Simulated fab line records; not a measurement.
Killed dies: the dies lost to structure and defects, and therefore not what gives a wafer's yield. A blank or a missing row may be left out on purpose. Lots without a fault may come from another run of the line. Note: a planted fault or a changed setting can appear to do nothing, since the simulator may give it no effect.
Which tool was responsible? | flow berkeleyCmos170 | 7 lots, 21 wafers sampled, at 2 steps of a route of 331

## WHAT EACH GAUGE READ, for each wafer
UCB170_CONTACT_THK_MEAS_02.
lot  | measured     | on           | CONTACT_PSG_THK (nm)
L962 | day 7 15:37  | filmMetro-01 | 700 702 705
L963 | day 7 17:23  | filmMetro-02 | 694 696 696
L967 | day 8 03:54  | filmMetro-02 | 698 691 699
L970 | day 8 16:45  | filmMetro-03 | 688 692 690
L972 | day 9 02:57  | filmMetro-01 | 714 709 710
L976 | day 9 17:50  | filmMetro-01 | 974 977 976
L983 | day 11 13:33 | filmMetro-01 | 704 700 695

## WHICH TOOL RAN EACH LOT (tool, then ch and the chambers of the sampled wafers, then the start)
lot  | UCB170_CONTACT_CVD_01
L962 | lpcvd-02 ch 1, day 7 13:49
L963 | lpcvd-02 ch 1, day 7 15:36
L967 | lpcvd-02 ch 0, day 8 02:07
L970 | lpcvd-02 ch 0, day 8 14:58
L972 | lpcvd-02 ch 0, day 9 01:10
L976 | lpcvd-02 ch 0, day 9 16:03
L983 | lpcvd-01 ch 1, day 11 11:46
- UCB170_CONTACT_CVD_01: deposits PSG from SiH4/O2/PH3, target thk 700 nm, time 2820 s.

## THE ANSWER, worked out from the rows above alone
Rule: what is usual is taken from the lots themselves. The widest of any qualifying gaps counts: lots, ordered by their means at a reading, are off when they make up no more than a third of the lots, leave a main group of 4 or more, and stand apart from it by 3 or more times the standard deviation of that group's means. The tables above print the reading to a certain number of digits; a main group whose means all agree to those digits is not used. A lot without any number at a reading at which 4 lots or more have one is off too. The other lots that the step has rows for count as sound.
Off: L976, seen at UCB170_CONTACT_THK_MEAS_02 (CONTACT_PSG_THK). Mean 699 nm and standard deviation 6.6 in the main group.
If a tool, at a process step before that reading, ran all the lots that are off and no sound lot after the first of them, it fits. The gauges at UCB170_CONTACT_THK_MEAS_02 are tried like those tools. One fits: UCB170_CONTACT_CVD_01 on lpcvd-02. Its last sound lot is L972 (day 9 01:10), its first lot that is off L976 (day 9 16:03): a fault that began between those two fits.

## WHAT WAS PUT IN BY THE SIMULATOR
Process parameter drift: lpcvd-02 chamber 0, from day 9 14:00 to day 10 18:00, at UCB170_CONTACT_CVD_01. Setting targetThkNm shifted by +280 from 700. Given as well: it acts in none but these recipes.
Shown lots that were struck: L976. This agrees with what the rule above found.
